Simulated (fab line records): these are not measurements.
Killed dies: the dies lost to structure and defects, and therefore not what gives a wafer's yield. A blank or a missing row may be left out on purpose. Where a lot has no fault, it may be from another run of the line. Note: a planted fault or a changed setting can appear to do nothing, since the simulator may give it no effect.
Problem report in the 8D (eight disciplines) form, filled by code    flow ritCmos    the parts of the form that need people (team, actions taken, sign-off) are left out

== 1. WHAT IS WRONG ==
Across 6 wafers from 2 lots, PRETRO_TW at RIT_PRETRO_TW_MEAS_10 averages 545, while fault-free wafers read 470 with a standard deviation of 4.1. That is +18 standard deviations from the usual mean.
First observed at day 5 06:36: wafer L374.1, on filmMetro-03. The record holds 42 wafers of 14 lots with a number at this step. Rule for "out" (also "out of limits"): further than 4 standard deviations from the usual mean. Any other wafer with a number is counted as sound.

== 2. WHAT IT IS AND WHAT IT IS NOT ==
question                     is                          is not
which readings at this step  PRETRO_TW                   -
which lots                   L374, L375                  L361, L364, L366, L367, L368, L370, L371, L372, L380, L381, L382, L383
which wafers of those lots   all that have a number      -
read on which gauges         filmMetro-03, filmMetro-04  filmMetro-02
when                         from day 5 06:36            up to then (24 sound wafers); but 12 sound wafers of L380, L381, L382, L383 came after

== 3. THE SUSPECTS, EACH WITH WHAT RULES IT OUT ==
Counting: a tool stays on the suspect list if, at a process step up to the reading, it processed all lots that are out and no sound lot following the first of them.
- the gauge at RIT_PRETRO_TW_MEAS_10: ruled out. The wafers that are out were read on 2 gauges (filmMetro-03, filmMetro-04).
- implanter-03 at RIT_PRETRO_IMPLANT_08: kept. It ran every lot that is out, first L374 (day 5 06:17), and no sound lot after that; its last sound lot up to then is L372 (day 5 00:01). Out on those wafers are its own readings of doseIonsCm2, faradayCurrentUA.
Left after counting: implanter-03 at RIT_PRETRO_IMPLANT_08.

== 4. THE CAUSE (what the simulator had put in) ==
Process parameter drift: implanter-03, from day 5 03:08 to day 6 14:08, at RIT_PRETRO_IMPLANT_08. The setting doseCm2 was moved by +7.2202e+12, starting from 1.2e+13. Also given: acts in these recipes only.
The count eliminated every tool but this one.

== 5. SEQUENCE OF EFFECTS, ordered by route ==
Each row: a reading whose mean over the struck wafers that have a number lies more than 3 standard deviations from the usual. Readings are gone through only where the record gives a usual standard deviation; hours: the median, over the lots, of the time from a lot's start at the first step in this table giving one to that lot's start at this step; sigmas: the change measured in usual standard deviations.
hours  step                   reading           usual    on struck wafers  change    sigmas
0      RIT_PRETRO_IMPLANT_08  doseIonsCm2       1.2e+13  1.9e+13           +7.2e+12  +99 or more
0      RIT_PRETRO_IMPLANT_08  faradayCurrentUA  38.0     60.5              +22.5     +31
0      RIT_PRETRO_TW_MEAS_10  PRETRO_TW         470      545               +75       +18
Process steps it contains:
- RIT_PRETRO_IMPLANT_08

== 6. WHAT WOULD HAVE CAUGHT IT SOONER ==
In this record the first reading out of limits at a measuring or inspecting step was taken at day 5 06:36, 3 hours after the fault began at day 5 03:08.
The tool's own readings at RIT_PRETRO_IMPLANT_08 were out on every struck wafer that the step has a row for (doseIonsCm2, faradayCurrentUA): an alarm limit on them would have fired on the first of those.
Of the lots that are out (2), L375 began RIT_PRETRO_IMPLANT_08 on implanter-03 after day 5 06:36. A hold on the tool at that time would have spared it.
